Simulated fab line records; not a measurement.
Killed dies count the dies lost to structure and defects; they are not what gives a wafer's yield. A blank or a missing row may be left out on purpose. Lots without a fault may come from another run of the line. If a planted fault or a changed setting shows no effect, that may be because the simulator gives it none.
2 desks, one fault -- flow berkeley cmos170 -- numbers are kept per desk, each desk with only its own; the story behind them comes last

AT THE TOOL OWNER'S DESK: pecvd-04
The tool's own readings at UCB170_SPACER_CVD_00 (deposits SiO2 from TEOS/O2, target thk 376 nm, time 47 s): means of the sampled wafers that have a number, for each lot that ran on this tool. If a lot's mean is further than 4 standard deviations from the usual mean, the lot is out of limits and carries the mark OUT (the distance appears in the brackets).
Columns: A = heater power w at UCB170_SPACER_CVD_00, usual 260 W; B = susceptor temp C at UCB170_SPACER_CVD_00, usual 390.01 C
lot,first seen here,A,B
L691,day 9 04:11,290,389.95
L695,day 9 16:34,325,390.04
L697,day 9 22:42,305,389.85
Result from this desk: across the 3 lots, nothing is out of limits.

THE METROLOGY DESK
What the gauges read, lot by lot, whatever tool the lot ran on: means of the sampled wafers that have a number. If a lot's mean is further than 4 standard deviations from the usual mean, the lot is out of limits and carries the mark OUT (the distance appears in the brackets).
Columns: A = cd nm at UCB170_NLDD_CD_MEAS_06, usual 1200.1 nm; B = NLDD_OVL at UCB170_NLDD_OVL_MEAS_07, usual -2 nm; C = NLDD_TW at UCB170_NLDD_TW_MEAS_11, usual 2225; D = SPACER_TEOS_THK at UCB170_SPACER_THK_MEAS_01, usual 377 nm
lot,first seen here,A,B,C,D
L682,day 7 06:49,1198.8,-3,2238,377
L691,day 9 03:22,1201.1,-5,2222,374
L695,day 9 15:13,1199.4,-9,2215,381
L693,day 9 15:34,1199.6,-5,2221,374
L697,day 9 21:50,1199.7,-11,2237,389
L694,day 9 22:41,1200.5,-4,2203,379
Result from this desk: across the 6 lots, nothing is out of limits.

BROUGHT TOGETHER
The tool owner's desk saw nothing out of limits.
Metrology desk: nothing out of limits seen.

WHAT HAD BEEN PUT IN BY THE SIMULATOR
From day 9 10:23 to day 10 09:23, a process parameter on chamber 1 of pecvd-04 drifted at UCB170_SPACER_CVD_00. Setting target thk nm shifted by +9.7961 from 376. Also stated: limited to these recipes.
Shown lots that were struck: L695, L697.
